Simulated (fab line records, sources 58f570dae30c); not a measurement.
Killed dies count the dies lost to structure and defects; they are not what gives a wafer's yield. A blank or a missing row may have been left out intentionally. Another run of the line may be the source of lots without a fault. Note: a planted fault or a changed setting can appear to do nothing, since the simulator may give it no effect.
Problem report in the 8D (eight disciplines) form, filled by code :: flow berkeley_cmos170 :: the parts of the form that need people (team, actions taken, sign-off) are left out

== 1. WHAT IS WRONG ==
At UCB170_M1_METAL_ETCH_12, run_length_s averages 149.0 s over 9 wafers from 3 lots, while fault-free wafers read 158.5 s, standard deviation 0.47. That is -20 standard deviations from the usual mean.
The step: etches Al in Cl2/BCl3, stops on PSG, target depth 780 nm, time 130 s.
First seen on wafer L748.1, day 11 02:28, on rie_metal-03. Wafers with a number at this step in the record: 45, from 15 lots. Rule for "out" (also "out of limits"): further than 4 standard deviations from the usual mean. The rest of the wafers with a number are treated as sound.

== 2. WHAT IT IS AND WHAT IT IS NOT ==
question: which readings at this step
is: run_length_s
is not: drypump_motor_current_A, mfc_cl2_sccm, throttle_valve_pct

question: which lots
is: L748, L750, L752
is not: L733, L734, L735, L736, L738, L739, L740, L741, L746, L747, L754, L755

question: which wafers of those lots
is: all that have a number
is not: -

question: read on which tools
is: rie_metal-03
is not: rie_metal-02, rie_metal-04

question: when
is: from day 11 02:28
is not: up to then (30 sound wafers); but 6 sound wafers of L754, L755 came after

== 3. THE SUSPECTS, EACH WITH WHAT RULES IT OUT ==
Counting: a tool at any process step up to the reading remains a suspect when it ran all the lots that are out and ran no sound lot after the first of those.
- rie_metal-03 at UCB170_M1_METAL_ETCH_12 (etches Al in Cl2/BCl3, stops on PSG, target depth 780 nm, time 130 s): kept. Every lot that is out went through it, starting with L748 (day 11 02:28), and after that it ran no sound lot; the last sound lot it ran before then is L738 (day 9 10:56). Out on those wafers are its own readings of run_length_s.
The count leaves rie_metal-03 at UCB170_M1_METAL_ETCH_12.

== 4. THE CAUSE (what the simulator had put in) ==
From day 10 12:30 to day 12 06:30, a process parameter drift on rie_metal-03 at UCB170_M1_METAL_ETCH_12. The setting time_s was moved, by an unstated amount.
Counting left only this tool.

== 5. SEQUENCE OF EFFECTS, ordered by route ==
Rows list readings where the struck wafers' mean (over those with a number) sits beyond 3 standard deviations from the usual. Only readings whose record carries a usual standard deviation are examined. hours: median over the lots of the time between each lot's start at the first step of this table that gives one and its start at this step. sigmas: the change, counted in usual standard deviations.
hours: 0
step: UCB170_M1_METAL_ETCH_12
reading: oes_product_au
usual: 0.856 a.u.
on struck wafers: 0.919
change: +0.063
sigmas: +4.9

hours: 0
step: UCB170_M1_METAL_ETCH_12
reading: run_length_s
usual: 158.5 s
on struck wafers: 149.0
change: -9.5
sigmas: -20
The process steps in it:
- UCB170_M1_METAL_ETCH_12: etches Al in Cl2/BCl3, stops on PSG, target depth 780 nm, time 130 s.

== 6. WHAT WOULD HAVE CAUGHT IT SOONER ==
First out-of-limits reading in this record: day 11 02:28, which is 14 hours after fault onset at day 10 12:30.
